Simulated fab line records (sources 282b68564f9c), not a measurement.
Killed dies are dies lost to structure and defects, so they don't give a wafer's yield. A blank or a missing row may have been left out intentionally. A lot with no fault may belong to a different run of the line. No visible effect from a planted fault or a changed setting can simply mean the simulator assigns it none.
What tool caused it? :: flow rit cmos :: Sampling: 14 lots, 42 wafers, 2 of 202 route steps

== WHAT THE GAUGES SHOWED, per wafer ==
RIT_NRETRO_TW_MEAS_10.
lot: L206
measured: day 2 16:57
on: film metro-01
NRETRO_TW: 1046 1040 1046

lot: L207
measured: day 2 19:34
on: film metro-01
NRETRO_TW: 1039 1040 1039

lot: L209
measured: day 3 07:14
on: film metro-01
NRETRO_TW: 1054 1050 1046

lot: L210
measured: day 3 12:16
on: film metro-02
NRETRO_TW: 1067 1068 1061

lot: L211
measured: day 3 16:06
on: film metro-03
NRETRO_TW: 1063 1066 1063

lot: L214
measured: day 4 10:31
on: film metro-02
NRETRO_TW: 1054 1052 1043

lot: L219
measured: day 5 09:52
on: film metro-02
NRETRO_TW: 970 974 973

lot: L221
measured: day 5 18:55
on: film metro-02
NRETRO_TW: 974 979 977

lot: L222
measured: day 6 03:13
on: film metro-01
NRETRO_TW: 1048 1046 1049

lot: L223
measured: day 6 05:44
on: film metro-03
NRETRO_TW: 1055 1050 1054

lot: L224
measured: day 6 10:03
on: film metro-01
NRETRO_TW: 1047 1044 1050

lot: L225
measured: day 6 15:19
on: film metro-01
NRETRO_TW: 1044 1045 1040

lot: L226
measured: day 7 01:45
on: film metro-03
NRETRO_TW: 1060 1062 1057

lot: L227
measured: day 7 07:04
on: film metro-02
NRETRO_TW: 1058 1056 1054

== EACH LOT AND THE TOOL THAT RAN IT (in order: tool; ch and the chambers of the sampled wafers; start) ==
lot: L206
RIT_NRETRO_IMPLANT_08: implanter-02 ch 0, day 2 16:38

lot: L207
RIT_NRETRO_IMPLANT_08: implanter-01 ch 0, day 2 19:16

lot: L209
RIT_NRETRO_IMPLANT_08: implanter-04 ch 0, day 3 06:56

lot: L210
RIT_NRETRO_IMPLANT_08: implanter-02 ch 0, day 3 11:56

lot: L211
RIT_NRETRO_IMPLANT_08: implanter-02 ch 0, day 3 15:49

lot: L214
RIT_NRETRO_IMPLANT_08: implanter-01 ch 0, day 4 10:11

lot: L219
RIT_NRETRO_IMPLANT_08: implanter-02 ch 0, day 5 09:34

lot: L221
RIT_NRETRO_IMPLANT_08: implanter-02 ch 0, day 5 18:35

lot: L222
RIT_NRETRO_IMPLANT_08: implanter-04 ch 0, day 6 02:54

lot: L223
RIT_NRETRO_IMPLANT_08: implanter-01 ch 0, day 6 05:25

lot: L224
RIT_NRETRO_IMPLANT_08: implanter-01 ch 0, day 6 09:44

lot: L225
RIT_NRETRO_IMPLANT_08: implanter-04 ch 0, day 6 14:59

lot: L226
RIT_NRETRO_IMPLANT_08: implanter-01 ch 0, day 7 01:28

lot: L227
RIT_NRETRO_IMPLANT_08: implanter-01 ch 0, day 7 06:46
- RIT_NRETRO_IMPLANT_08

== AS READ BY THE TOOLS THEMSELVES (means over the sampled wafers that have a number; for cases with no such wafer, the mark the record gives instead) ==
RIT_NRETRO_IMPLANT_08.
lot: L206
tool: implanter-02
beam energy keV: 70.032
dose ions cm2: 1.0002e+13
faraday current uA: 31.7
tilt deg (degrees): 7.016

lot: L207
tool: implanter-01
beam energy keV: 70.010
dose ions cm2: 1.0009e+13
faraday current uA: 31.5
tilt deg (degrees): 7.008

lot: L209
tool: implanter-04
beam energy keV: 69.976
dose ions cm2: 9.9913e+12
faraday current uA: 31.4
tilt deg (degrees): 6.999

lot: L210
tool: implanter-02
beam energy keV: 69.996
dose ions cm2: 1.0006e+13
faraday current uA: 31.1
tilt deg (degrees): 6.992

lot: L211
tool: implanter-02
beam energy keV: 69.969
dose ions cm2: 1.0004e+13
faraday current uA: 32.0
tilt deg (degrees): 7.013

lot: L214
tool: implanter-01
beam energy keV: 69.994
dose ions cm2: 1.0000e+13
faraday current uA: 31.4
tilt deg (degrees): 6.990

lot: L219
tool: implanter-02
beam energy keV: 70.013
dose ions cm2: 7.8163e+12
faraday current uA: 25.0
tilt deg (degrees): 6.982

lot: L221
tool: implanter-02
beam energy keV: 70.025
dose ions cm2: 7.7817e+12
faraday current uA: 25.0
tilt deg (degrees): 6.998

lot: L222
tool: implanter-04
beam energy keV: 69.989
dose ions cm2: 1.0013e+13
faraday current uA: 31.8
tilt deg (degrees): 7.003

lot: L223
tool: implanter-01
beam energy keV: 70.000
dose ions cm2: 1.0000e+13
faraday current uA: 31.9
tilt deg (degrees): 6.996

lot: L224
tool: implanter-01
beam energy keV: 69.983
dose ions cm2: 1.0000e+13
faraday current uA: 31.9
tilt deg (degrees): 6.969

lot: L225
tool: implanter-04
beam energy keV: 70.009
dose ions cm2: 1.0015e+13
faraday current uA: 31.5
tilt deg (degrees): 7.008

lot: L226
tool: implanter-01
beam energy keV: 70.001
dose ions cm2: 1.0010e+13
faraday current uA: 31.8
tilt deg (degrees): 7.027

lot: L227
tool: implanter-01
beam energy keV: 70.040
dose ions cm2: 1.0005e+13
faraday current uA: 31.9
tilt deg (degrees): 6.998

== THE ANSWER, worked out from the rows above alone ==
Rule: usual is defined by the lots themselves. The widest of any qualifying gaps counts: lots, ordered by their means at a reading, are off when they make up no more than a third of the lots, leave a main group of 4 or more, and stand apart from it by 3 or more times the standard deviation of that group's means. If all means in a main group match to the digits the tables above print for the reading, that group is not used. Also off: a lot with no number at a reading for which 4 or more lots have one. The other lots that the step has rows for count as sound. The gauges are gone through in route order, then the tools' own readings, and for those a lot's mean is taken as printed above. At the first step where some lot is off, the reading lying furthest off is the one used; lots without a number count as furthest.
Off: L219, L221, seen at RIT_NRETRO_TW_MEAS_10 (NRETRO_TW). Main group: mean 1052, sd 7.9.
A tool fits if, at a process step before that reading, it ran every lot that is off, and no sound lot after the first of them. The gauges at RIT_NRETRO_TW_MEAS_10 aren't tried: what is off there is off at RIT_NRETRO_IMPLANT_08 too, on other tools, and a gauge's error can't cause that. One fits: RIT_NRETRO_IMPLANT_08 on implanter-02. Its last sound lot is L211 (day 3 15:49), its first lot that is off L219 (day 5 09:34): a fault that began between those two fits.
The tool's own readings at RIT_NRETRO_IMPLANT_08 bear it out: on the lots that are off they differ by more than 5 times the standard deviation of the sound lots' means. dose ions cm2 reads 7.7990e+12 there against 1.0005e+13 on the sound lots; faraday current uA reads 25.0 there against 31.7 on the sound lots.

== WHAT THE SIMULATOR PUT IN ==
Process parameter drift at RIT_NRETRO_IMPLANT_08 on implanter-02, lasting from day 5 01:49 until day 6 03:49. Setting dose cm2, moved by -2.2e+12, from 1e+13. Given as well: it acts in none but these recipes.
Lots struck among those shown: L219, L221. This agrees with what the rule above found.
